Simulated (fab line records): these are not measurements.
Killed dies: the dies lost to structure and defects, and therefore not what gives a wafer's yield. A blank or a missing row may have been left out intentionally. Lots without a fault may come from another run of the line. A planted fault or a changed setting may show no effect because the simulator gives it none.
A lot that was struck, set against a sound lot	flow rit-cmos	14 out of 202 route steps
Sound: the wafers L328.1, L328.2, L328.6. Struck: wafers L322.2, L322.4, L322.6. The cause comes at the end.
Order at every step that has rows: each side's tool, ch and its chambers, its first start. Under that, the readings that differ: sound wafers	struck wafers	difference of the means	sigmas: that difference in standard deviations of wafers without a fault.
alike: same words and numbers on both sides, and readings whose means sit less than 2 such deviations apart. not compared: any withheld reading, any reading some wafer has no value for, any bound like >300 that may hide the same value, and any number with overlapping values for which the record gives no deviation.
The two part at a step that has a row with sigmas, a row that says differs or no value, or rows on one side only. Numbers that have no deviation but don't overlap get no sigmas and don't part them. A reading missing from all wafers of one side parts the sides only when that side holds two or more wafers.

first, 2 steps without rows for these wafers: RIT_ACTIVE_CLEAN_17 (cleans in SC2, time 600 s); RIT_FOX1_OXIDATION_00 (target thk 350.7 nm, ox time 1130 s).
RIT_FOX1_THK_MEAS_01:
  struck on film-metro-03, day 5 03:04; sound on film-metro-04, day 6 06:50
  alike: FOX1_OXIDE_THK
then, 2 steps without rows for these wafers: RIT_FOX1_WET_ETCH_02 (etches SiO2 in BOE, target depth 350 nm, time 390 s); RIT_FOX2_OXIDATION_00 (target thk 350.7 nm, ox time 1130 s).
RIT_FOX2_THK_MEAS_01:
  struck on film-metro-03, day 5 04:33; sound on film-metro-01, day 6 08:20
  alike: FOX2_OXIDE_THK
then, 2 steps without rows for these wafers: RIT_FOX2_CLEAN_02 (cleans in dHF, time 180 s); RIT_FOX2_WET_ETCH_03 (etches Si3N4 in H3PO4, target depth 195 nm, time 2700 s).
RIT_FOX2_THK_MEAS_90:
  struck on film-metro-01, day 5 05:26; sound on film-metro-01, day 6 09:12
  alike: FIELD_OXIDE_LEFT_1_THK
then, 3 steps without rows for these wafers: RIT_NWELL_HMDS_00 (prime time 60 s); RIT_NWELL_COAT_01 (resist thk 1300 nm); RIT_NWELL_SOFTBAKE_02 (time 60 s).
RIT_NWELL_EXPOSE_03: exposes mask M2, target cd 43900 nm.
  struck on iline-stepper-02, day 5 06:04; sound on iline-stepper-02 ch 0, day 6 09:50
  no value came back on the struck wafers for exposure-dose-mJ-cm2, focus-offset-nm (nm); on the sound wafers exposure-dose-mJ-cm2 reads 249.65 249.78 249.96
  alike: mask
next, for these wafers, 1 step has no rows: RIT_NWELL_PEB_04.

== WHERE THEY PART ==
Only at RIT_NWELL_EXPOSE_03, within this record.

WHY: what the simulator had put in
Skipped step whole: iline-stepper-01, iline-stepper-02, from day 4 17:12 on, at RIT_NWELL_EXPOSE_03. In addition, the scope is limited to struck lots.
